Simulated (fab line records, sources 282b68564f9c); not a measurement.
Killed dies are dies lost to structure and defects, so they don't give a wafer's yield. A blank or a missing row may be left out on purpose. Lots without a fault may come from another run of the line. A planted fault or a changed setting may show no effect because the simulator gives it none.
One fault seen from 2 desks | flow rit_cmos | each desk has only its own numbers; what lay behind them comes last

THE TOOL OWNER'S DESK: litho_track-03
The tool's own readings at RIT_PLDD_COAT_01 (resist thk 1000 nm): means of the sampled wafers that have a number, for each lot that ran on this tool. A lot is out of limits, marked OUT, if its mean lies more than 4 standard deviations from the usual mean; the brackets give that distance.
Columns: A = chill_plate_temp_C at RIT_PLDD_COAT_01, usual 23.01 C; B = dispense_pressure_kPa at RIT_PLDD_COAT_01, usual 53 kPa
lot  | first seen here | A     | B
L929 | day 2 23:43     | 22.99 | 58
L935 | day 4 05:36     | 23.03 | 58
L936 | day 4 11:52     | 23.13 | 58
This desk's finding: nothing out of limits on any of the 3 lots.

THE METROLOGY DESK
What the gauges read, lot by lot, whatever tool the lot ran on: means of the sampled wafers that have a number. A lot is out of limits, marked OUT, if its mean lies more than 4 standard deviations from the usual mean; the brackets give that distance.
Columns: A = PWELL_OVL at RIT_PWELL_OVL_MEAS_06, usual 0.1 nm; B = PLDD_OVL at RIT_PLDD_OVL_MEAS_06, usual 0.0 nm; C = NSD_TW at RIT_NSD_TW_MEAS_10, usual 3105
lot  | first seen here | A    | B    | C
L929 | day 2 02:53     | 2.0  | 0.2  | 3087
L931 | day 2 13:22     | 1.8  | 2.1  | 3094
L932 | day 2 18:08     | -1.2 | -0.4 | 3083
L935 | day 3 09:03     | 2.7  | -0.8 | 3098
L936 | day 3 15:08     | -2.0 | -2.3 | 3095
L937 | day 3 18:59     | -0.7 | -0.5 | 3088
L938 | day 4 00:02     | 2.1  | -0.4 | 3089
L939 | day 4 06:37     | -2.6 | -1.7 | 3129
L941 | day 4 15:38     | 0.1  | 1.3  | 3126
L942 | day 4 20:01     | 0.0  | 0.2  | 3106
L943 | day 5 01:20     | 1.2  | -    | 3273 (+10) OUT
L944 | day 5 06:23     | -0.2 | -    | 3294 (+12) OUT
L945 | day 5 13:52     | -2.6 | -1.8 | 3106
L951 | day 6 19:49     | -1.4 | 0.3  | 3121
This desk's finding: out of limits on L943, L944; first on L943, day 6 04:22 (NSD_TW at RIT_NSD_TW_MEAS_10). In limits: L929, L931, L932, L935, L936, L937, L938, L939, L941, L942, L945, L951.

PUT TOGETHER
The metrology desk could have raised an alarm at day 6 04:22, on L943, L944.
The tool owner's desk saw nothing out of limits.
The tool owner's desk has no number on record for L943, L944.
Of the lots named, all ran RIT_PLDD_COAT_01 on litho_track-03.

WHAT THE SIMULATOR HAD PUT IN
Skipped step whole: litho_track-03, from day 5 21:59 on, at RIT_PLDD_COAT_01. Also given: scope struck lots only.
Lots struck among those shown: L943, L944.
Hours from the fault's start to each desk's first reading out of limits: the metrology desk, 6.
